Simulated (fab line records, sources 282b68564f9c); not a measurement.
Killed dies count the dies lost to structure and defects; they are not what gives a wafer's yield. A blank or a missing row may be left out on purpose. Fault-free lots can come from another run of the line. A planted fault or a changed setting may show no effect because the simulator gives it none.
Lot-split experiment :: flow ritCmos :: 23 wafers read across 5 lots, on a route 202 steps long

THE SPLIT ITSELF
At RIT_NLDD_COAT_01 (resist thk 1000 nm), the setting spinRpm was moved away from the recipe's 3250 rpm on 6 of the 23 wafers read, by -6.6% to -3.6%. For the rest of the wafers, this setting stayed at what the recipe calls for.

FROM THE SPLIT TO THE READING: what the file shows between them, 3 steps
- RIT_NLDD_SOFTBAKE_02: time 60 s
- RIT_NLDD_EXPOSE_03: exposes mask M7, target cd 40700 nm
- RIT_NLDD_DEVELOP_05: develop time 50 s

THE READING
NOVOLAK_of_NLDD_COAT_01.thkNm (the simulator's own value, which no gauge read), in nm, at RIT_NLDD_HARDBAKE_07 (time 60 s). No usual value for it is given in the file. Average 884.8 nm, standard deviation 2.8 nm, over the 17 wafers here run with the recipe.

wafer: L077.1
tool, chamber at the split: lithoTrack-02, 0
spinRpm as run, rpm: 3250
against the recipe: recipe
NOVOLAK_of_NLDD_COAT_01.thkNm, nm: 886.9
against lot-mates on the recipe: -

wafer: L077.3
tool, chamber at the split: lithoTrack-02, 0
spinRpm as run, rpm: 3250
against the recipe: recipe
NOVOLAK_of_NLDD_COAT_01.thkNm, nm: 888.7
against lot-mates on the recipe: -

wafer: L077.4
tool, chamber at the split: lithoTrack-02, 0
spinRpm as run, rpm: 3250
against the recipe: recipe
NOVOLAK_of_NLDD_COAT_01.thkNm, nm: 886.8
against lot-mates on the recipe: -

wafer: L077.5
tool, chamber at the split: lithoTrack-02, 0
spinRpm as run, rpm: 3250
against the recipe: recipe
NOVOLAK_of_NLDD_COAT_01.thkNm, nm: 889
against lot-mates on the recipe: -

wafer: L077.6
tool, chamber at the split: lithoTrack-02, 0
spinRpm as run, rpm: 3250
against the recipe: recipe
NOVOLAK_of_NLDD_COAT_01.thkNm, nm: 888.9
against lot-mates on the recipe: -

wafer: L076.1
tool, chamber at the split: lithoTrack-04, 0
spinRpm as run, rpm: 3250
against the recipe: recipe
NOVOLAK_of_NLDD_COAT_01.thkNm, nm: 881.9
against lot-mates on the recipe: -

wafer: L076.2
tool, chamber at the split: lithoTrack-04, 0
spinRpm as run, rpm: 3250
against the recipe: recipe
NOVOLAK_of_NLDD_COAT_01.thkNm, nm: 883.5
against lot-mates on the recipe: -

wafer: L076.3
tool, chamber at the split: lithoTrack-04, 0
spinRpm as run, rpm: 3250
against the recipe: recipe
NOVOLAK_of_NLDD_COAT_01.thkNm, nm: 882.9
against lot-mates on the recipe: -

wafer: L076.4
tool, chamber at the split: lithoTrack-04, 0
spinRpm as run, rpm: 3250
against the recipe: recipe
NOVOLAK_of_NLDD_COAT_01.thkNm, nm: 882.9
against lot-mates on the recipe: -

wafer: L076.5
tool, chamber at the split: lithoTrack-04, 0
spinRpm as run, rpm: 3250
against the recipe: recipe
NOVOLAK_of_NLDD_COAT_01.thkNm, nm: 884.7
against lot-mates on the recipe: -

wafer: L078.1
tool, chamber at the split: lithoTrack-02, 0
spinRpm as run, rpm: 3250
against the recipe: recipe
NOVOLAK_of_NLDD_COAT_01.thkNm, nm: 886.4
against lot-mates on the recipe: -

wafer: L078.2
tool, chamber at the split: lithoTrack-02, 0
spinRpm as run, rpm: 3132
against the recipe: -3.6%
NOVOLAK_of_NLDD_COAT_01.thkNm, nm: 898.3
against lot-mates on the recipe: +13.0

wafer: L078.3
tool, chamber at the split: lithoTrack-02, 0
spinRpm as run, rpm: 3132
against the recipe: -3.6%
NOVOLAK_of_NLDD_COAT_01.thkNm, nm: 901.5
against lot-mates on the recipe: +16.2

wafer: L078.4
tool, chamber at the split: lithoTrack-02, 0
spinRpm as run, rpm: 3132
against the recipe: -3.6%
NOVOLAK_of_NLDD_COAT_01.thkNm, nm: 904.3
against lot-mates on the recipe: +19.0

wafer: L078.5
tool, chamber at the split: lithoTrack-02, 0
spinRpm as run, rpm: 3250
against the recipe: recipe
NOVOLAK_of_NLDD_COAT_01.thkNm, nm: 884.3
against lot-mates on the recipe: -

wafer: L079.1
tool, chamber at the split: lithoTrack-04, 0
spinRpm as run, rpm: 3250
against the recipe: recipe
NOVOLAK_of_NLDD_COAT_01.thkNm, nm: 880.1
against lot-mates on the recipe: -

wafer: L079.5
tool, chamber at the split: lithoTrack-04, 0
spinRpm as run, rpm: 3250
against the recipe: recipe
NOVOLAK_of_NLDD_COAT_01.thkNm, nm: 881.1
against lot-mates on the recipe: -

wafer: L079.6
tool, chamber at the split: lithoTrack-04, 0
spinRpm as run, rpm: 3250
against the recipe: recipe
NOVOLAK_of_NLDD_COAT_01.thkNm, nm: 882.9
against lot-mates on the recipe: -

wafer: L082.1
tool, chamber at the split: lithoTrack-02, 0
spinRpm as run, rpm: 3034
against the recipe: -6.6%
NOVOLAK_of_NLDD_COAT_01.thkNm, nm: 918.1
against lot-mates on the recipe: +33.0

wafer: L082.2
tool, chamber at the split: lithoTrack-02, 0
spinRpm as run, rpm: 3034
against the recipe: -6.6%
NOVOLAK_of_NLDD_COAT_01.thkNm, nm: 918
against lot-mates on the recipe: +32.9

wafer: L082.3
tool, chamber at the split: lithoTrack-02, 0
spinRpm as run, rpm: 3034
against the recipe: -6.6%
NOVOLAK_of_NLDD_COAT_01.thkNm, nm: 915.8
against lot-mates on the recipe: +30.7

wafer: L082.4
tool, chamber at the split: lithoTrack-02, 0
spinRpm as run, rpm: 3250
against the recipe: recipe
NOVOLAK_of_NLDD_COAT_01.thkNm, nm: 882
against lot-mates on the recipe: -

wafer: L082.6
tool, chamber at the split: lithoTrack-02, 0
spinRpm as run, rpm: 3250
against the recipe: recipe
NOVOLAK_of_NLDD_COAT_01.thkNm, nm: 888.2
against lot-mates on the recipe: -

FIT RESULTS
A straight line over all 23 wafers: NOVOLAK_of_NLDD_COAT_01.thkNm changes by -4.83 nm for each +1% of spinRpm; r = -0.97; the points scatter about the line by 2.8 nm.
The same after taking each lot's own level away (the mean of its wafers on the recipe; 23 wafers): -4.76 nm for each +1%; r = -0.99; scatter 1.7 nm.
According to that fit, moving spinRpm by its largest amount changes the reading by 32 nm.
Measured against the standard deviation above, the lots' own levels, which go from 881.37 to 888.06 nm, span 2.4 times it.
The two slopes are in agreement: the lot-to-lot level therefore moves the slope only a little.
Check: +31.1 nm against its lot-mates is what the line predicts for one of the wafers moved furthest among these (-6.6%) when that wafer is left out of the fit. Against them it came out at +33 nm.

THE OTHER SPLITS THESE WAFERS WENT THROUGH
Other splits were also applied to these wafers ahead of the reading. Each is held against what the fit with the lots' levels taken away leaves over:
other split on the same wafers: RIT_GATE_OXIDATION_05 oxTimeS
wafers away from the commonest value: 18
r with NOVOLAK_of_NLDD_COAT_01.thkNm (lot level and that fit taken away): -0.17

other split on the same wafers: RIT_GATE_CVD_08 pressureMtorr
wafers away from the commonest value: 15
r with NOVOLAK_of_NLDD_COAT_01.thkNm (lot level and that fit taken away): +0.20

other split on the same wafers: RIT_GATE_EXPOSE_13 doseMj
wafers away from the commonest value: 8
r with NOVOLAK_of_NLDD_COAT_01.thkNm (lot level and that fit taken away): +0.20

other split on the same wafers: RIT_REOX_OXIDATION_03 tempC
wafers away from the commonest value: 15
r with NOVOLAK_of_NLDD_COAT_01.thkNm (lot level and that fit taken away): -0.12

THE WHOLE CHAIN: every reading that the file lists as answering this split, in the file's order
step: RIT_NLDD_COAT_01
what it does: resist thk 1000 nm
reading: NOVOLAK_of_NLDD_COAT_01.thkNm (the simulator's own value, which no gauge read)
change (the file's fit): -5.43 nm for each +1% of the setting
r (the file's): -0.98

step: RIT_NLDD_HARDBAKE_07
what it does: time 60 s
reading: NOVOLAK_of_NLDD_COAT_01.thkNm (the simulator's own value, which no gauge read)
change (the file's fit): -4.74 nm for each +1% of the setting
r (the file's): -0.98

FILE'S OWN FIT
NOVOLAK_of_NLDD_COAT_01.thkNm changes by -4.74 nm for each +1% of spinRpm, r = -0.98.
